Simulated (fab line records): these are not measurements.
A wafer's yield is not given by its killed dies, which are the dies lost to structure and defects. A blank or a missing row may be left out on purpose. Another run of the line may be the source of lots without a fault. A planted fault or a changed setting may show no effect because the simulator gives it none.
Chamber matching | flow rit-cmos | 4 sister chambers for RIT_GATE_ETCH_19 on rie-si-01
The step etches poly-Si in SF6/CHF3/O2, stops on SiO2, time 165 s, target depth 312.5 nm. 4 wafers are shown with their chamber, then 7 later ones without.

== WAFERS PAIRED WITH THEIR CHAMBERS ==
wafer  | chamber | throttle-valve-pct (%)
L682.6 | 1       | 10.47
L686.3 | 0       | 10.21
L688.2 | 3       | 10.39
L688.3 | 2       | 10.54

== WAFERS WITH NO CHAMBER GIVEN ==
wafer  | throttle-valve-pct (%)
L688.6 | 10.55
L690.1 | 10.57
L690.4 | 10.46
L690.6 | 10.40
L696.2 | 10.48
L696.3 | 10.41
L696.4 | 10.56

== CHAMBER TAKEN BY EACH ==
wafer  | from the rows above | in truth
L688.6 | 2                   | 2
L690.1 | 2                   | 2
L690.4 | 1                   | 1
L690.6 | 3                   | 3
L696.2 | 1                   | 1
L696.3 | 3                   | 3
L696.4 | 2                   | 2
7 of 7 placed correctly. Left unplaced by these rows: 0. Wrongly placed: 0.
How it was worked out, from the rows above alone: a wafer's distance from a chamber is the root of the sum, over the readings, of the square of ((its reading less the chamber's mean) divided by the reading's scatter). If the next closest chamber is less than 2 further off than the closest, the wafer can't be placed; otherwise it belongs to the closest. Each chamber's mean is taken over the wafers shown for it. The scatter: root of mean squared gap, hidden wafer to nearest shown wafer, with one shown wafer a chamber.
